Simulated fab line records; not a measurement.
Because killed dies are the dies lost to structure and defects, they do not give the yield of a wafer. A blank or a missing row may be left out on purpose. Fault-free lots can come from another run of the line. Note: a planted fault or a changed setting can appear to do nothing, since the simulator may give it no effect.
The tool behind it: which one? + flow rit-cmos + 42 wafers from 14 lots sampled at 3 of the route's 202 steps

WHAT THE GAUGES SHOWED, per wafer
RIT_SDANNEAL_RS_MEAS_04: measures by four-point-probe. Usual: PSD_RS typically reads 115.9 ohm/sq, with standard deviation 0.36.
| lot  | measured    | on            | PSD_RS (ohm/sq)   | flag |
|------|-------------|---------------|-------------------|------|
| L748 | day 3 04:34 | film-metro-01 | 116.1 116.5 116.4 |      |
| L751 | day 3 16:11 | film-metro-01 | 115.9 115.9 115.9 |      |
| L753 | day 4 04:32 | film-metro-02 | 116.0 115.8 115.8 |      |
| L754 | day 4 07:40 | film-metro-01 | 116.0 116.0 116.3 |      |
| L755 | day 4 13:50 | film-metro-03 | 116.4 116.5 116.3 |      |
| L756 | day 4 16:43 | film-metro-02 | 115.9 115.7 115.3 |      |
| L758 | day 5 03:52 | film-metro-02 | 115.3 115.4 115.6 |      |
| L760 | day 5 17:11 | film-metro-02 | 115.7 115.8 115.4 |      |
| L761 | day 5 22:54 | film-metro-03 | 115.6 115.2 116.0 |      |
| L762 | day 6 00:55 | film-metro-02 | 115.6 115.5 115.3 |      |
| L765 | day 6 15:29 | film-metro-01 | 128.2 128.3 128.7 | OFF  |
| L767 | day 7 01:28 | film-metro-02 | 127.9 127.9 127.8 | OFF  |
| L768 | day 7 04:30 | film-metro-03 | 116.1 116.3 116.4 |      |
| L770 | day 7 14:50 | film-metro-03 | 116.2 116.1 115.7 |      |

RIT_SDANNEAL_RS_MEAS_06: measures by four-point-probe. Usual: PLDD_RS typically reads 178.7 ohm/sq, with standard deviation 0.57.
| lot  | measured    | on            | PLDD_RS (ohm/sq)  | flag |
|------|-------------|---------------|-------------------|------|
| L748 | day 3 04:49 | film-metro-01 | 179.3 178.6 179.4 |      |
| L751 | day 3 16:25 | film-metro-01 | 179.6 178.7 179.1 |      |
| L753 | day 4 04:46 | film-metro-02 | 178.0 178.0 177.5 |      |
| L754 | day 4 07:55 | film-metro-01 | 179.7 178.9 179.2 |      |
| L755 | day 4 14:05 | film-metro-03 | 179.2 178.8 179.1 |      |
| L756 | day 4 16:58 | film-metro-02 | 178.3 178.1 178.0 |      |
| L758 | day 5 04:06 | film-metro-02 | 178.6 178.7 179.0 |      |
| L760 | day 5 17:25 | film-metro-02 | 179.1 179.0 179.3 |      |
| L761 | day 5 23:08 | film-metro-03 | 178.1 177.6 178.4 |      |
| L762 | day 6 01:09 | film-metro-02 | 178.1 178.5 177.9 |      |
| L765 | day 6 15:43 | film-metro-01 | 191.2 191.5 191.5 | OFF  |
| L767 | day 7 01:43 | film-metro-02 | 191.5 191.2 191.1 | OFF  |
| L768 | day 7 04:44 | film-metro-03 | 180.0 179.8 179.8 |      |
| L770 | day 7 15:04 | film-metro-03 | 178.9 178.9 178.3 |      |

TOOL THAT RAN EACH LOT (tool first, then ch and the chambers of the sampled wafers, then the start)
| lot  | RIT_SDANNEAL_RTA_03             |
|------|---------------------------------|
| L748 | rtp-anneal-01 ch 0, day 3 04:29 |
| L751 | rtp-anneal-02 ch 0, day 3 16:04 |
| L753 | rtp-anneal-02 ch 0, day 4 04:25 |
| L754 | rtp-anneal-01 ch 0, day 4 07:36 |
| L755 | rtp-anneal-02 ch 0, day 4 13:47 |
| L756 | rtp-anneal-01 ch 0, day 4 16:40 |
| L758 | rtp-anneal-01 ch 0, day 5 03:47 |
| L760 | rtp-anneal-01 ch 0, day 5 17:07 |
| L761 | rtp-anneal-02 ch 0, day 5 22:50 |
| L762 | rtp-anneal-01 ch 0, day 6 00:50 |
| L765 | rtp-anneal-01 ch 0, day 6 15:25 |
| L767 | rtp-anneal-01 ch 0, day 7 01:24 |
| L768 | rtp-anneal-02 ch 0, day 7 04:27 |
| L770 | rtp-anneal-02 ch 0, day 7 14:46 |
- RIT_SDANNEAL_RTA_03: time 5 s.

WHAT THE TOOLS THEMSELVES READ (means of the sampled wafers that have a number; where no wafer has one, the mark that the record gives instead)
RIT_SDANNEAL_RTA_03. Usual: wafer_temp_C_max reads 1053.6 (standard deviation 1.2).
| lot  | tool          | wafer_temp_C_max | flag |
|------|---------------|------------------|------|
| L748 | rtp-anneal-01 | 1054.6           |      |
| L751 | rtp-anneal-02 | 1053.3           |      |
| L753 | rtp-anneal-02 | 1053.8           |      |
| L754 | rtp-anneal-01 | 1054.3           |      |
| L755 | rtp-anneal-02 | 1053.3           |      |
| L756 | rtp-anneal-01 | 1054.0           |      |
| L758 | rtp-anneal-01 | 1054.9           |      |
| L760 | rtp-anneal-01 | 1053.3           |      |
| L761 | rtp-anneal-02 | 1053.4           |      |
| L762 | rtp-anneal-01 | 1052.6           |      |
| L765 | rtp-anneal-01 | 1054.1           |      |
| L767 | rtp-anneal-01 | 1053.7           |      |
| L768 | rtp-anneal-02 | 1052.7           |      |
| L770 | rtp-anneal-02 | 1052.7           |      |

THE ANSWER, worked out from the rows above alone
Rule: a lot counts as off when the mean over its wafers that have a number is more than 3 standard deviations away from the usual mean. A lot without any number at a reading at which 4 lots or more have one is off too. Where the step has rows for the other lots, those lots are counted as sound. First the gauges in route order, then the tools' own readings, where a lot's mean is used as printed above. The first step at which some lot is off is used, and at that step the reading that is off furthest; a lot without a number counts as furthest.
Off: at RIT_SDANNEAL_RS_MEAS_04 (PSD_RS), L765, L767.
A tool fits if, at a process step before that reading, it ran every lot that is off, and no sound lot after the first of them. Gauges at RIT_SDANNEAL_RS_MEAS_04: tried the same way as those tools. One fits: rtp-anneal-01 at RIT_SDANNEAL_RTA_03. Its last sound lot is L762 (day 6 00:50), its first lot that is off L765 (day 6 15:25): a fault that began between those two fits.

WHAT THE SIMULATOR PUT IN
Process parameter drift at RIT_SDANNEAL_RTA_03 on rtp-anneal-01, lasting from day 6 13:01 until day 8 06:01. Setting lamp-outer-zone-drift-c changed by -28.
Lots struck among those shown: L765, L767. The same result came from the rule above.
